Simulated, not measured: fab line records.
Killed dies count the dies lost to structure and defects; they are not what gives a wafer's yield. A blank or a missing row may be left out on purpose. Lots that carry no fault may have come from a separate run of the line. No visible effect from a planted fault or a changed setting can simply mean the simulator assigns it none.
Split-lot study | flow rit_cmos | 5 lots, 23 wafers read, on a route of 202 steps

## ABOUT THE SPLIT
At RIT_NSD_IMPLANT_08, the setting energy_kev was moved away from the recipe's 25 on 8 of the 23 wafers read, by -1.8% to +4.0%. This setting was run at the recipe's value on the other wafers.

Reading taken at the split's own step.

## THE READING
In nm, at RIT_NSD_IMPLANT_08: implant.drp_nm, which is the simulator's own figure and was read by no gauge. The file gives no usual value for it.

wafer  | tool, chamber at the split | energy_kev as run | against the recipe | implant.drp_nm, nm | against lot-mates on the recipe
L075.1 | implanter-04, 0            | 26.01             | +4.0%              | 15.2               | +0.36
L075.2 | implanter-04, 0            | 26.01             | +4.0%              | 15.2               | +0.36
L075.4 | implanter-04, 0            | 26.01             | +4.0%              | 15.2               | +0.36
L075.3 | implanter-04, 0            | 25                | recipe             | 14.84              | -
L075.5 | implanter-04, 0            | 25                | recipe             | 14.84              | -
L076.1 | implanter-01, 0            | 25                | recipe             | 14.84              | -
L076.4 | implanter-01, 0            | 25                | recipe             | 14.84              | -
L076.5 | implanter-01, 0            | 25                | recipe             | 14.84              | -
L080.1 | implanter-01, 0            | 24.56             | -1.8%              | 14.68              | -0.16
L080.4 | implanter-01, 0            | 24.56             | -1.8%              | 14.68              | -0.16
L080.5 | implanter-01, 0            | 24.56             | -1.8%              | 14.68              | -0.16
L080.2 | implanter-01, 0            | 25                | recipe             | 14.84              | -
L080.3 | implanter-01, 0            | 25                | recipe             | 14.84              | -
L082.1 | implanter-03, 0            | 25.7              | +2.8%              | 15.09              | +0.25
L082.2 | implanter-03, 0            | 25.7              | +2.8%              | 15.09              | +0.25
L082.3 | implanter-03, 0            | 25                | recipe             | 14.84              | -
L082.4 | implanter-03, 0            | 25                | recipe             | 14.84              | -
L082.5 | implanter-03, 0            | 25                | recipe             | 14.84              | -
L085.2 | implanter-03, 0            | 25                | recipe             | 14.84              | -
L085.3 | implanter-03, 0            | 25                | recipe             | 14.84              | -
L085.4 | implanter-03, 0            | 25                | recipe             | 14.84              | -
L085.5 | implanter-03, 0            | 25                | recipe             | 14.84              | -
L085.6 | implanter-03, 0            | 25                | recipe             | 14.84              | -

THE FIT
A straight line over all 23 wafers: implant.drp_nm changes by +0.0895 nm for each +1% of energy_kev; r = +1.00; the points scatter about the line by 0.00095 nm.
The same after taking each lot's own level away (the mean of its wafers on the recipe; 23 wafers): +0.0895 nm for each +1%; r = +1.00; scatter 0.00095 nm.
The reading moves by 0.36 nm for the largest change in energy_kev, on that fit.
The lots' own levels span 14.840 to 14.840 nm.
The two slopes agree, so the slope changes little with the lot-to-lot level.
Check: +0.361 nm against its lot-mates is what the line predicts for one of the wafers moved furthest among these (+4.0%) when that wafer is left out of the fit. Against them it came out at +0.36 nm.

## THESE WAFERS: OTHER SPLITS
Note: prior to the reading, these wafers also went through further splits. Each is held against what the fit with the lots' levels taken away leaves over:
other split on the same wafers  | wafers away from the commonest value | r with implant.drp_nm (lot level and that fit taken away)
RIT_SPACER_CVD_03 nh3_flow_sccm | 15                                   | -0.17

## FILE'S OWN FIT
implant.drp_nm changes by +0.089 nm for each +1% of energy_kev, r = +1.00.
